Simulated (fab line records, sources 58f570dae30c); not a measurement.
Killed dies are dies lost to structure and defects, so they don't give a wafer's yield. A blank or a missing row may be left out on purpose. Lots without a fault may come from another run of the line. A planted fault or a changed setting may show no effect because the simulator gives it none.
Split-lot experiment | flow berkeley_cmos170 | 5 lots, 23 wafers read, on a route of 331 steps

THE SPLIT
At UCB170_NSD_IMPLANT_08, the setting dose_cm2 was moved away from the recipe's 3e+15 on 4 of the 23 wafers read, by -7.3% to +5.1%. The other wafers ran this setting at the recipe's value.

FROM THE SPLIT TO THE READING: what the file shows between them, 5 steps
- UCB170_NSD_STRIP_09: strips in O2
- UCB170_NSD_CLEAN_11: cleans in SPM, time 600 s
- UCB170_SDANNEAL_RTA_00: time 10 s
- UCB170_SDANNEAL_RTA_01: time 5 s
- UCB170_SDANNEAL_RS_MEAS_02: measures by four-point-probe

THE READING
NSD_RS, in ohm/sq, at UCB170_SDANNEAL_RS_MEAS_03 (measures by four-point-probe). Fault-free wafers of this fab line usually give 37.31 ohm/sq, standard deviation 0.094 ohm/sq.

wafer  | tool, chamber at the split | dose_cm2 as run | against the recipe | NSD_RS, ohm/sq | against lot-mates on the recipe
L078.1 | implanter-01, 0            | 3e+15           | recipe             | 37.35          | -
L078.2 | implanter-01, 0            | 3e+15           | recipe             | 37.31          | -
L078.4 | implanter-01, 0            | 3e+15           | recipe             | 37.32          | -
L079.2 | implanter-02, 0            | 3e+15           | recipe             | 37.24          | -
L079.3 | implanter-02, 0            | 3e+15           | recipe             | 37.22          | -
L079.4 | implanter-02, 0            | 3.154e+15       | +5.1%              | 36.55          | -0.69
L079.5 | implanter-02, 0            | 3e+15           | recipe             | 37.26          | -
L079.6 | implanter-02, 0            | 3.154e+15       | +5.1%              | 36.52          | -0.72
L081.1 | implanter-02, 0            | 3e+15           | recipe             | 37.06          | -
L081.2 | implanter-02, 0            | 3e+15           | recipe             | 37.14          | -
L081.4 | implanter-02, 0            | 3e+15           | recipe             | 37.22          | -
L081.5 | implanter-02, 0            | 3e+15           | recipe             | 37.14          | -
L081.6 | implanter-02, 0            | 3e+15           | recipe             | 37.22          | -
L082.2 | implanter-04, 0            | 3e+15           | recipe             | 37.47          | -
L082.3 | implanter-04, 0            | 3e+15           | recipe             | 37.38          | -
L082.4 | implanter-04, 0            | 2.781e+15       | -7.3%              | 38.82          | +1.41
L082.5 | implanter-04, 0            | 3e+15           | recipe             | 37.37          | -
L082.6 | implanter-04, 0            | 2.781e+15       | -7.3%              | 38.67          | +1.26
L084.1 | implanter-02, 0            | 3e+15           | recipe             | 37.46          | -
L084.2 | implanter-02, 0            | 3e+15           | recipe             | 37.46          | -
L084.3 | implanter-02, 0            | 3e+15           | recipe             | 37.50          | -
L084.4 | implanter-02, 0            | 3e+15           | recipe             | 37.37          | -
L084.6 | implanter-02, 0            | 3e+15           | recipe             | 37.48          | -

THE FIT
A straight line over all 23 wafers: NSD_RS changes by -0.181 ohm/sq for each +1% of dose_cm2; r = -0.97; the points scatter about the line by 0.13 ohm/sq.
The same after taking each lot's own level away (the mean of its wafers on the recipe; 23 wafers): -0.167 ohm/sq for each +1%; r = -0.99; scatter 0.072 ohm/sq.
On that fit, the largest move of dose_cm2 shifts the reading by 1.2 ohm/sq.
The lots' own levels span 37.156 to 37.454 ohm/sq, that is 3.2 times the standard deviation above.
So the lot-to-lot level changes the slope little: the two slopes agree.
Check: with one of the wafers moved furthest among these (-7.3%) left out of the fit, the line predicts +1.15 ohm/sq for it against its lot-mates. It came out at +1.41 ohm/sq against them.

OTHER SPLITS ON THESE WAFERS
These wafers also went through other splits before the reading. Each is held against what the fit with the lots' levels taken away leaves over:
other split on the same wafers  | wafers away from the commonest value | r with NSD_RS (lot level and that fit taken away)
UCB170_NLDD_IMPLANT_09 dose_cm2 | 4                                    | -0.05
UCB170_PSD_EXPOSE_03 dose_mj    | 10                                   | -0.12
UCB170_PSD_IMPLANT_08 dose_cm2  | 6                                    | +0.17

THE WHOLE CHAIN: every reading that the file lists as answering this split, in the file's order
step                       | what it does                 | reading                  | change (the file's fit)              | r (the file's)
UCB170_NSD_STRIP_09        | strips in O2                 | strip_time_to_endpoint_s | withheld for each +1% of the setting | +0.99
UCB170_SDANNEAL_RS_MEAS_03 | measures by four-point-probe | NSD_RS                   | -0.168 for each +1% of the setting   | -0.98

THE FILE'S OWN FIT
NSD_RS changes by -0.168 ohm/sq for each +1% of dose_cm2, r = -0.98.
